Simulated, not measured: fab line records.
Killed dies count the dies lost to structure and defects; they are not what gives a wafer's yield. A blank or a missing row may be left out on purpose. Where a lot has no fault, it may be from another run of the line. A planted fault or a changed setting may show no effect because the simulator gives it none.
fab line records :: flow rit_cmos
record:
  lots: 7
  wafers: 21
  last_day: 7
route steps=202 shown REOX@99 NLDD@103 M1@202
lots that met no fault: taken from a fault-free run of the same line
start_h: start of the lot's first displayed wafer, in hours after the record's first day :: wait_h: how many hours have passed since the lot's step before this one :: " identical to the entry in the row above :: L1.1+2: a row that stands for several wafers :: - value missing, or start not given :: * or withheld: withheld :: < > ~ a bound
route shown NAME@n: names a module that has steps shown in the file, with the first one's number in the route :: usual: mean/standard deviation of fault-free wafers :: same: alike in all rows :: chamber/n: place in a boat :: sites: the reading at each site :: _std_site: the values' standard deviation :: _edge_site: the outer-site mean with the inner-site mean subtracted :: radius_mm: how far each site lies from the wafer's centre :: mask NAME#n: copy n :: behind: the last tool/chamber to shape the wafer :: hold: the reason the lot was held/the length of the hold in hours/how it ended :: device: names the non-switching transistor (n, p or np) :: end of line: tests of these same wafers at the route's end :: a step without rows: its recipe alone :: killed: not the wafer's yield, but the dies lost to structure and defects at the first sort :: map: shows each die of a wafer: x if killed, . if not, _ if none is there
set.NAME: the setting that was run; set.NAME@STEP: the one run at that earlier step :: model.NAME: the simulator's own value behind a step, which no gauge read
certain route steps with their lots: each step a table, each wafer a row
services: when a tool's chamber went out of use (start_h, in hours from the record's first day, below 0 if earlier), for how many hours, and the reason
== steps ==
step: RIT_REOX_CLEAN_01
recipe:
  chemistry: dHF
  dilution: 50:1
  time_s: 30
step: RIT_REOX_CLEAN_02
recipe:
  chemistry: SC2
  mix: 3:3:50
  time_s: 600
  temp_c: 75
  dry: n2_spin
step: RIT_REOX_OXIDATION_03
recipe:
  temp_c: 900
  ambient: O2
  target_thk_a: 252
  ox_time_s: 5580
step: RIT_REOX_THK_MEAS_04
recipe:
  reads: SiO2_of_REOX_OXIDATION_03
usual:
  REOX_OXIDE_THK: 24.9/0.51
lot.wafer: L535.2
tool: film_metro-04
chamber: -
start_h: 63.35
wait_h: 0.0
REOX_OXIDE_THK[nm]: 23.9

lot.wafer: L535.3
tool: film_metro-04
chamber: -
start_h: 63.35
wait_h: 0.0
REOX_OXIDE_THK[nm]: 23.9

lot.wafer: L535.6
tool: film_metro-04
chamber: -
start_h: 63.35
wait_h: 0.0
REOX_OXIDE_THK[nm]: 23.8

lot.wafer: L536.2
tool: film_metro-04
chamber: -
start_h: 66.51
wait_h: 0.0
REOX_OXIDE_THK[nm]: 25.0

lot.wafer: L536.4
tool: film_metro-04
chamber: -
start_h: 66.51
wait_h: 0.0
REOX_OXIDE_THK[nm]: 24.7

lot.wafer: L536.5
tool: film_metro-04
chamber: -
start_h: 66.51
wait_h: 0.0
REOX_OXIDE_THK[nm]: 24.7

lot.wafer: L537.2
tool: film_metro-03
chamber: -
start_h: 71.03
wait_h: 0.0
REOX_OXIDE_THK[nm]: 24.7

lot.wafer: L537.5
tool: film_metro-03
chamber: -
start_h: 71.03
wait_h: 0.0
REOX_OXIDE_THK[nm]: 24.9

lot.wafer: L537.6
tool: film_metro-03
chamber: -
start_h: 71.03
wait_h: 0.0
REOX_OXIDE_THK[nm]: 24.6

lot.wafer: L539.1
tool: film_metro-01
chamber: -
start_h: 81.70
wait_h: 0.0
REOX_OXIDE_THK[nm]: 24.7

lot.wafer: L539.3
tool: film_metro-01
chamber: -
start_h: 81.70
wait_h: 0.0
REOX_OXIDE_THK[nm]: 25.1

lot.wafer: L539.5
tool: film_metro-01
chamber: -
start_h: 81.70
wait_h: 0.0
REOX_OXIDE_THK[nm]: 24.7

lot.wafer: L545.2
tool: film_metro-01
chamber: -
start_h: 118.14
wait_h: 0.1
REOX_OXIDE_THK[nm]: 24.3

lot.wafer: L545.3
tool: film_metro-01
chamber: -
start_h: 118.14
wait_h: 0.1
REOX_OXIDE_THK[nm]: 24.8

lot.wafer: L545.4
tool: film_metro-01
chamber: -
start_h: 118.14
wait_h: 0.1
REOX_OXIDE_THK[nm]: 24.3

lot.wafer: L547.3
tool: film_metro-04
chamber: -
start_h: 124.64
wait_h: 0.0
REOX_OXIDE_THK[nm]: 24.9

lot.wafer: L547.4
tool: film_metro-04
chamber: -
start_h: 124.64
wait_h: 0.0
REOX_OXIDE_THK[nm]: 24.6

lot.wafer: L547.6
tool: film_metro-04
chamber: -
start_h: 124.64
wait_h: 0.0
REOX_OXIDE_THK[nm]: 24.4

lot.wafer: L551.1
tool: film_metro-04
chamber: -
start_h: 146.58
wait_h: 0.0
REOX_OXIDE_THK[nm]: 25.6

lot.wafer: L551.4
tool: film_metro-04
chamber: -
start_h: 146.58
wait_h: 0.0
REOX_OXIDE_THK[nm]: 25.8

lot.wafer: L551.6
tool: film_metro-04
chamber: -
start_h: 146.58
wait_h: 0.0
REOX_OXIDE_THK[nm]: 25.6
step: RIT_NLDD_HMDS_00
recipe:
  prime_time_s: 60
  prime_temp_c: 140
step: RIT_NLDD_COAT_01
recipe:
  resist: NOVOLAK
  spin_rpm: 3250
  resist_thk_nm: 1000
step: RIT_NLDD_SOFTBAKE_02
recipe:
  resist: NOVOLAK
  temp_c: 90
  time_s: 60
step: RIT_NLDD_EXPOSE_03
recipe:
  mask_id: M7
  na: 0.57
  target_cd_nm: 40700
  dose_mj: 250
step: RIT_NLDD_PEB_04
recipe:
  resist: NOVOLAK
  temp_c: withheld
  time_s: withheld
step: RIT_NLDD_DEVELOP_05
recipe:
  resist: NOVOLAK
  develop_time_s: 50
  dev_temp_c: 23
step: RIT_NLDD_OVL_MEAS_06
usual:
  NLDD_OVL: -1.1/1.6
lot.wafer: L535.2
tool: overlay-01
chamber: -
start_h: 64.26
wait_h: -
NLDD_OVL[nm]: -1.1

lot.wafer: L535.3
tool: overlay-01
chamber: -
start_h: 64.26
wait_h: -
NLDD_OVL[nm]: -1.2

lot.wafer: L535.6
tool: overlay-01
chamber: -
start_h: 64.26
wait_h: -
NLDD_OVL[nm]: -1.3

lot.wafer: L536.2
tool: overlay-02
chamber: -
start_h: 67.54
wait_h: -
NLDD_OVL[nm]: -1.1

lot.wafer: L536.4
tool: overlay-02
chamber: -
start_h: 67.54
wait_h: -
NLDD_OVL[nm]: -0.5

lot.wafer: L536.5
tool: overlay-02
chamber: -
start_h: 67.54
wait_h: -
NLDD_OVL[nm]: -1.6

lot.wafer: L537.2
tool: overlay-02
chamber: -
start_h: 72.06
wait_h: -
NLDD_OVL[nm]: -0.4

lot.wafer: L537.5
tool: overlay-02
chamber: -
start_h: 72.06
wait_h: -
NLDD_OVL[nm]: -0.8

lot.wafer: L537.6
tool: overlay-02
chamber: -
start_h: 72.06
wait_h: -
NLDD_OVL[nm]: -0.6

lot.wafer: L539.1
tool: overlay-01
chamber: -
start_h: 82.61
wait_h: -
NLDD_OVL[nm]: 0.7

lot.wafer: L539.3
tool: overlay-01
chamber: -
start_h: 82.61
wait_h: -
NLDD_OVL[nm]: 1.9

lot.wafer: L539.5
tool: overlay-01
chamber: -
start_h: 82.61
wait_h: -
NLDD_OVL[nm]: 1.1

lot.wafer: L545.2
tool: overlay-01
chamber: -
start_h: 119.17
wait_h: -
NLDD_OVL[nm]: -1.1

lot.wafer: L545.3
tool: overlay-01
chamber: -
start_h: 119.17
wait_h: -
NLDD_OVL[nm]: 0.6

lot.wafer: L545.4
tool: overlay-01
chamber: -
start_h: 119.17
wait_h: -
NLDD_OVL[nm]: 1.1

lot.wafer: L547.3
tool: overlay-02
chamber: -
start_h: 125.92
wait_h: -
NLDD_OVL[nm]: 2.5

lot.wafer: L547.4
tool: overlay-02
chamber: -
start_h: 125.92
wait_h: -
NLDD_OVL[nm]: 1.9

lot.wafer: L547.6
tool: overlay-02
chamber: -
start_h: 125.92
wait_h: -
NLDD_OVL[nm]: 1.8

lot.wafer: L551.1
tool: overlay-02
chamber: -
start_h: 147.49
wait_h: -
NLDD_OVL[nm]: -2.6

lot.wafer: L551.4
tool: overlay-02
chamber: -
start_h: 147.49
wait_h: -
NLDD_OVL[nm]: 0.7

lot.wafer: L551.6
tool: overlay-02
chamber: -
start_h: 147.49
wait_h: -
NLDD_OVL[nm]: -1.7
step: RIT_NLDD_HARDBAKE_07
recipe:
  resist: NOVOLAK
  temp_c: 140
  time_s: 60
step: RIT_NLDD_IMPLANT_08
recipe:
  species: P
  energy_kev: 20
  dose_cm2: 5e+14
  tilt_deg: 7
usual:
  tilt_deg: 6.999/0.019
same:
  implant_ion_amu: 31
lot.wafer: L535.2
tool: implanter-01
chamber: 0
start_h: 64.46
wait_h: 0.1
tilt_deg: 6.989

lot.wafer: L535.3
tool: implanter-01
chamber: 0
start_h: 64.46
wait_h: 0.1
tilt_deg: 6.966

lot.wafer: L535.6
tool: implanter-01
chamber: 0
start_h: 64.46
wait_h: 0.1
tilt_deg: 7.004

lot.wafer: L536.2
tool: implanter-01
chamber: 0
start_h: 67.74
wait_h: 0.1
tilt_deg: 7.349

lot.wafer: L536.4
tool: implanter-01
chamber: 0
start_h: 67.74
wait_h: 0.1
tilt_deg: 7.324

lot.wafer: L536.5
tool: implanter-01
chamber: 0
start_h: 67.74
wait_h: 0.1
tilt_deg: 7.357

lot.wafer: L537.2
tool: implanter-01
chamber: 0
start_h: 72.27
wait_h: 0.1
tilt_deg: 7.322

lot.wafer: L537.5
tool: implanter-01
chamber: 0
start_h: 72.27
wait_h: 0.1
tilt_deg: 7.305

lot.wafer: L537.6
tool: implanter-01
chamber: 0
start_h: 72.27
wait_h: 0.1
tilt_deg: 7.293

lot.wafer: L539.1
tool: implanter-01
chamber: 0
start_h: 82.80
wait_h: 0.1
tilt_deg: 7.334

lot.wafer: L539.3
tool: implanter-01
chamber: 0
start_h: 82.80
wait_h: 0.1
tilt_deg: 7.354

lot.wafer: L539.5
tool: implanter-01
chamber: 0
start_h: 82.80
wait_h: 0.1
tilt_deg: 7.336

lot.wafer: L545.2
tool: implanter-04
chamber: 0
start_h: 119.38
wait_h: 0.1
tilt_deg: 6.990

lot.wafer: L545.3
tool: implanter-04
chamber: 0
start_h: 119.38
wait_h: 0.1
tilt_deg: 7.005

lot.wafer: L545.4
tool: implanter-04
chamber: 0
start_h: 119.38
wait_h: 0.1
tilt_deg: 7.015

lot.wafer: L547.3
tool: implanter-02
chamber: 0
start_h: 126.14
wait_h: 0.1
tilt_deg: 6.985

lot.wafer: L547.4
tool: implanter-02
chamber: 0
start_h: 126.14
wait_h: 0.1
tilt_deg: 6.999

lot.wafer: L547.6
tool: implanter-02
chamber: 0
start_h: 126.14
wait_h: 0.1
tilt_deg: 6.997

lot.wafer: L551.1
tool: implanter-02
chamber: 0
start_h: 147.68
wait_h: 0.1
tilt_deg: 7.026

lot.wafer: L551.4
tool: implanter-02
chamber: 0
start_h: 147.68
wait_h: 0.1
tilt_deg: 7.029

lot.wafer: L551.6
tool: implanter-02
chamber: 0
start_h: 147.68
wait_h: 0.1
tilt_deg: 7.010
step: RIT_NLDD_STRIP_09
recipe:
  chemistry: O2
  time_s: 180
  resist: NOVOLAK
  platen_temp_c: withheld
  power_w: 500
  pressure_mtorr: 4000
  o2_flow_sccm: 4000
usual:
  drypump_motor_current_A: 6.0/0.32
lot.wafer: L535.2
tool: plasma_asher-02
chamber: 0
start_h: 64.59
wait_h: 0.1
drypump_motor_current_A: 6.2
rf_hours_counter_h: 42

lot.wafer: L535.3
tool: plasma_asher-02
chamber: 0
start_h: 64.59
wait_h: 0.1
drypump_motor_current_A: 6.2
rf_hours_counter_h: -

lot.wafer: L535.6
tool: plasma_asher-02
chamber: 1
start_h: 64.59
wait_h: 0.1
drypump_motor_current_A: 5.5
rf_hours_counter_h: -

lot.wafer: L536.2
tool: plasma_asher-01
chamber: 1
start_h: 67.87
wait_h: 0.1
drypump_motor_current_A: 6.0
rf_hours_counter_h: 26

lot.wafer: L536.4
tool: plasma_asher-01
chamber: 0
start_h: 67.87
wait_h: 0.1
drypump_motor_current_A: 6.5
rf_hours_counter_h: -

lot.wafer: L536.5
tool: plasma_asher-01
chamber: 0
start_h: 67.87
wait_h: 0.1
drypump_motor_current_A: 6.5
rf_hours_counter_h: -

lot.wafer: L537.2
tool: plasma_asher-01
chamber: 1
start_h: 72.39
wait_h: 0.1
drypump_motor_current_A: 6.0
rf_hours_counter_h: 27

lot.wafer: L537.5
tool: plasma_asher-01
chamber: 1
start_h: 72.39
wait_h: 0.1
drypump_motor_current_A: 6.0
rf_hours_counter_h: -

lot.wafer: L537.6
tool: plasma_asher-01
chamber: 0
start_h: 72.39
wait_h: 0.1
drypump_motor_current_A: 6.5
rf_hours_counter_h: -

lot.wafer: L539.1
tool: plasma_asher-04
chamber: 0
start_h: 82.95
wait_h: 0.1
drypump_motor_current_A: 5.9
rf_hours_counter_h: 47

lot.wafer: L539.3
tool: plasma_asher-04
chamber: 0
start_h: 82.95
wait_h: 0.1
drypump_motor_current_A: 5.9
rf_hours_counter_h: -

lot.wafer: L539.5
tool: plasma_asher-04
chamber: 0
start_h: 82.95
wait_h: 0.1
drypump_motor_current_A: 5.8
rf_hours_counter_h: -

lot.wafer: L545.2
tool: plasma_asher-04
chamber: 1
start_h: 119.50
wait_h: 0.1
drypump_motor_current_A: 5.7
rf_hours_counter_h: 50

lot.wafer: L545.3
tool: plasma_asher-04
chamber: 1
start_h: 119.50
wait_h: 0.1
drypump_motor_current_A: 5.7
rf_hours_counter_h: -

lot.wafer: L545.4
tool: plasma_asher-04
chamber: 0
start_h: 119.50
wait_h: 0.1
drypump_motor_current_A: 5.9
rf_hours_counter_h: -

lot.wafer: L547.3
tool: plasma_asher-04
chamber: 0
start_h: 126.30
wait_h: 0.1
drypump_motor_current_A: 5.9
rf_hours_counter_h: -

lot.wafer: L547.4
tool: plasma_asher-04
chamber: 1
start_h: 126.30
wait_h: 0.1
drypump_motor_current_A: 5.7
rf_hours_counter_h: -

lot.wafer: L547.6
tool: plasma_asher-04
chamber: 0
start_h: 126.30
wait_h: 0.1
drypump_motor_current_A: 5.9
rf_hours_counter_h: -

lot.wafer: L551.1
tool: plasma_asher-02
chamber: 0
start_h: 147.83
wait_h: 0.1
drypump_motor_current_A: 6.2
rf_hours_counter_h: 50

lot.wafer: L551.4
tool: plasma_asher-02
chamber: 0
start_h: 147.83
wait_h: 0.1
drypump_motor_current_A: 6.2
rf_hours_counter_h: -

lot.wafer: L551.6
tool: plasma_asher-02
chamber: 0
start_h: 147.83
wait_h: 0.1
drypump_motor_current_A: 6.2
rf_hours_counter_h: -
step: RIT_M1_PROBE_99
usual:
  killed_at_M0_to_M3: 0.0/0.14
  killed_at_contacts: 0.0/0.25
  killed_at_front_end: 6.6/2.7
  killed_dies: 6.7/2.7
  killed_open: 3.3/1.9
  killed_short: 3.4/1.9
same:
  gross_dies: 264
  killed_at_M4_up: 0
  killed_at_back_side: 0
  killed_at_other: 0
lot.wafer: L535.2
tool: prober-01
chamber: -
start_h: 80.47
wait_h: 0.1
killed_at_M0_to_M3: 0
killed_at_contacts: 0
killed_at_front_end: 9
killed_dies: 9
killed_open: 3
killed_short: 6

lot.wafer: L535.3
tool: prober-01
chamber: -
start_h: 80.52
wait_h: 0.2
killed_at_M0_to_M3: 0
killed_at_contacts: 0
killed_at_front_end: 9
killed_dies: 9
killed_open: 8
killed_short: 1

lot.wafer: L535.6
tool: prober-01
chamber: -
start_h: 80.67
wait_h: 0.2
killed_at_M0_to_M3: 0
killed_at_contacts: 0
killed_at_front_end: 7
killed_dies: 7
killed_open: 3
killed_short: 4

lot.wafer: L536.2
tool: prober-02
chamber: -
start_h: 83.27
wait_h: 0.1
killed_at_M0_to_M3: 0
killed_at_contacts: 0
killed_at_front_end: 8
killed_dies: 8
killed_open: 4
killed_short: 4

lot.wafer: L536.4
tool: prober-02
chamber: -
start_h: 83.37
wait_h: 0.2
killed_at_M0_to_M3: 0
killed_at_contacts: 0
killed_at_front_end: 8
killed_dies: 8
killed_open: 6
killed_short: 2

lot.wafer: L536.5
tool: prober-02
chamber: -
start_h: 83.42
wait_h: 0.2
killed_at_M0_to_M3: 0
killed_at_contacts: 0
killed_at_front_end: 9
killed_dies: 9
killed_open: 5
killed_short: 4

lot.wafer: L537.2
tool: prober-01
chamber: -
start_h: 88.72
wait_h: 0.1
killed_at_M0_to_M3: 0
killed_at_contacts: 0
killed_at_front_end: 3
killed_dies: 3
killed_open: 1
killed_short: 2

lot.wafer: L537.5
tool: prober-01
chamber: -
start_h: 88.87
wait_h: 0.2
killed_at_M0_to_M3: 0
killed_at_contacts: 0
killed_at_front_end: 5
killed_dies: 5
killed_open: 2
killed_short: 3

lot.wafer: L537.6
tool: prober-01
chamber: -
start_h: 88.92
wait_h: 0.2
killed_at_M0_to_M3: 0
killed_at_contacts: 0
killed_at_front_end: 7
killed_dies: 7
killed_open: 5
killed_short: 2

lot.wafer: L539.1
tool: prober-01
chamber: -
start_h: 99.65
wait_h: 0.1
killed_at_M0_to_M3: 1
killed_at_contacts: 0
killed_at_front_end: 3
killed_dies: 4
killed_open: 2
killed_short: 2

lot.wafer: L539.3
tool: prober-01
chamber: -
start_h: 99.75
wait_h: 0.2
killed_at_M0_to_M3: 0
killed_at_contacts: 1
killed_at_front_end: 4
killed_dies: 5
killed_open: 1
killed_short: 4

lot.wafer: L539.5
tool: prober-01
chamber: -
start_h: 99.85
wait_h: 0.2
killed_at_M0_to_M3: 0
killed_at_contacts: 0
killed_at_front_end: 5
killed_dies: 5
killed_open: 2
killed_short: 3

lot.wafer: L545.2
tool: prober-01
chamber: -
start_h: 134.51
wait_h: 0.1
killed_at_M0_to_M3: 0
killed_at_contacts: 0
killed_at_front_end: 9
killed_dies: 9
killed_open: 1
killed_short: 8

lot.wafer: L545.3
tool: prober-01
chamber: -
start_h: 134.56
wait_h: 0.2
killed_at_M0_to_M3: 0
killed_at_contacts: 0
killed_at_front_end: 3
killed_dies: 3
killed_open: 2
killed_short: 1

lot.wafer: L545.4
tool: prober-01
chamber: -
start_h: 134.61
wait_h: 0.2
killed_at_M0_to_M3: 0
killed_at_contacts: 0
killed_at_front_end: 3
killed_dies: 3
killed_open: 2
killed_short: 1

lot.wafer: L547.3
tool: prober-01
chamber: -
start_h: 144.20
wait_h: 0.2
killed_at_M0_to_M3: 0
killed_at_contacts: 0
killed_at_front_end: 8
killed_dies: 8
killed_open: 5
killed_short: 3

lot.wafer: L547.4
tool: prober-01
chamber: -
start_h: 144.25
wait_h: 0.2
killed_at_M0_to_M3: 0
killed_at_contacts: 1
killed_at_front_end: 10
killed_dies: 11
killed_open: 7
killed_short: 4

lot.wafer: L547.6
tool: prober-01
chamber: -
start_h: 144.35
wait_h: 0.2
killed_at_M0_to_M3: 0
killed_at_contacts: 0
killed_at_front_end: 6
killed_dies: 6
killed_open: 2
killed_short: 4

lot.wafer: L551.1
tool: prober-02
chamber: -
start_h: 165.60
wait_h: 0.1
killed_at_M0_to_M3: 0
killed_at_contacts: 0
killed_at_front_end: 5
killed_dies: 5
killed_open: 1
killed_short: 4

lot.wafer: L551.4
tool: prober-02
chamber: -
start_h: 165.75
wait_h: 0.2
killed_at_M0_to_M3: 0
killed_at_contacts: 0
killed_at_front_end: 5
killed_dies: 5
killed_open: 1
killed_short: 4

lot.wafer: L551.6
tool: prober-02
chamber: -
start_h: 165.85
wait_h: 0.2
killed_at_M0_to_M3: 0
killed_at_contacts: 0
killed_at_front_end: 7
killed_dies: 7
killed_open: 1
killed_short: 6
killed by level:class
L535.2 FOX1:geometric_particle:short=2 GATE:geometric_particle:short=2 FOX1:geometric_particle:open=1 FOX2:geometric_particle:short=1 FOX2:geometric_particle:open=1 GATE:geometric_particle:open=1 SILICIDE:geometric_particle:short=1
L535.3 FOX1:geometric_particle:open=4 GATE:geometric_particle:open=2 ACTIVE:geometric_particle:open=1 FOX1:geometric_particle:short=1 REOX:geometric_particle:open=1
L535.6 GATE:geometric_particle:short=2 FOX1:geometric_particle:open=1 FOX1:geometric_particle:short=1 SPACER:geometric_particle:short=1 SPACER:geometric_particle:open=1 SILICIDE:geometric_particle:open=1
L536.2 GATE:geometric_particle:open=3 FOX1:geometric_particle:short=2 REOX:geometric_particle:short=2 FOX1:geometric_particle:open=1
L536.4 GATE:geometric_particle:short=2 SPACER:geometric_particle:open=2 FOX1:geometric_particle:open=1 GATE:geometric_particle:open=1 REOX:geometric_particle:open=1 SILICIDE:geometric_particle:open=1
L536.5 FOX1:geometric_particle:short=2 FOX1:geometric_particle:open=2 GATE:geometric_particle:short=2 REOX:geometric_particle:open=2 SPACER:geometric_particle:open=1
L537.2 FOX1:geometric_particle:short=1 GATE:geometric_particle:open=1 REOX:geometric_particle:short=1
L537.5 SPACER:geometric_particle:open=2 ACTIVE:geometric_particle:short=1 SPACER:geometric_particle:short=1 REOX:geometric_particle:short=1
L537.6 SPACER:geometric_particle:open=2 FOX1:geometric_particle:open=1 FOX2:geometric_particle:short=1 GATE:geometric_particle:open=1 REOX:geometric_particle:open=1 SPACER:geometric_particle:short=1
L539.1 GATE:geometric_particle:open=1 REOX:geometric_particle:open=1 SPACER:geometric_particle:short=1 M1:geometric_particle:short=1
L539.3 GATE:geometric_particle:short=3 SILICIDE:geometric_particle:open=1 CONTACT:geometric_particle:short=1
L539.5 REOX:geometric_particle:short=2 GATE:geometric_particle:short=1 GATE:geometric_particle:open=1 REOX:geometric_particle:open=1
L545.2 GATE:geometric_particle:short=3 FOX1:geometric_particle:short=2 SILICIDE:geometric_particle:short=2 REOX:geometric_particle:open=1 SPACER:geometric_particle:short=1
L545.3 FOX1:geometric_particle:open=1 FOX1:geometric_particle:short=1 SPACER:geometric_particle:open=1
L545.4 SILICIDE:geometric_particle:open=2 GATE:geometric_particle:short=1
L547.3 GATE:geometric_particle:short=2 GATE:geometric_particle:open=2 FOX1:geometric_particle:open=1 REOX:geometric_particle:short=1 SPACER:geometric_particle:open=1 SILICIDE:geometric_particle:open=1
L547.4 GATE:geometric_particle:open=3 FOX1:geometric_particle:short=1 FOX2:geometric_particle:open=1 FOX2:geometric_particle:short=1 REOX:geometric_particle:open=1 SPACER:geometric_particle:open=1 SILICIDE:geometric_particle:short=1 SILICIDE:geometric_particle:open=1
L547.6 GATE:geometric_particle:short=2 FOX2:geometric_particle:short=1 GATE:geometric_particle:open=1 SILICIDE:geometric_particle:open=1 SILICIDE:geometric_particle:short=1
L551.1 SILICIDE:geometric_particle:short=2 FOX2:geometric_particle:short=1 GATE:geometric_particle:short=1 GATE:geometric_particle:open=1
L551.4 GATE:geometric_particle:short=2 FOX2:geometric_particle:short=1 REOX:geometric_particle:short=1 SILICIDE:geometric_particle:open=1
L551.6 GATE:geometric_particle:short=2 FOX2:geometric_particle:short=1 GATE:geometric_particle:open=1 REOX:geometric_particle:short=1 SILICIDE:geometric_particle:short=1 SPACER:geometric_particle:short=1
== services ==
tool: plasma_asher-02
chamber: -
start_h: 43.78
hours: 0.9
kind: repair

tool: implanter-04
chamber: -
start_h: 106.25
hours: 4.0
kind: repair

tool: implanter-01
chamber: -
start_h: 110.63
hours: 8.1
kind: repair

tool: implanter-04
chamber: -
start_h: 132.64
hours: 3.3
kind: pm
== key ==
first_sign:
  step: RIT_NLDD_IMPLANT_08
  reading: tilt_deg
  direction: up
  sigmas: 17
  usual: 6.999
  struck: 7.331
effect none on later readings
met_at RIT_NLDD_IMPLANT_08
struck_wafers L536.2,L536.4,L536.5,L537.2,L537.5,L537.6,L539.1,L539.3,L539.5
tester_left_out L536,L537,L539
onset_between 64.46 67.74
fault:
  kind: process_parameter_drift
  tool: implanter-01
  chamber: -
  onset_h: 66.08
  steps: RIT_NLDD_IMPLANT_08
  channel: tilt_deg
  offset: 0.3371
  shape: step
  end_h: 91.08
  acts_in: these_recipes_only
  stated: 7
tester_left_out: of these lots the tester's yield and bins aren't shown, on N5 and GAA mostly nor the transistor test; their killed dies are dies lost to structure and defects alone, not to doping, threshold or leakage, so they don't give the yield
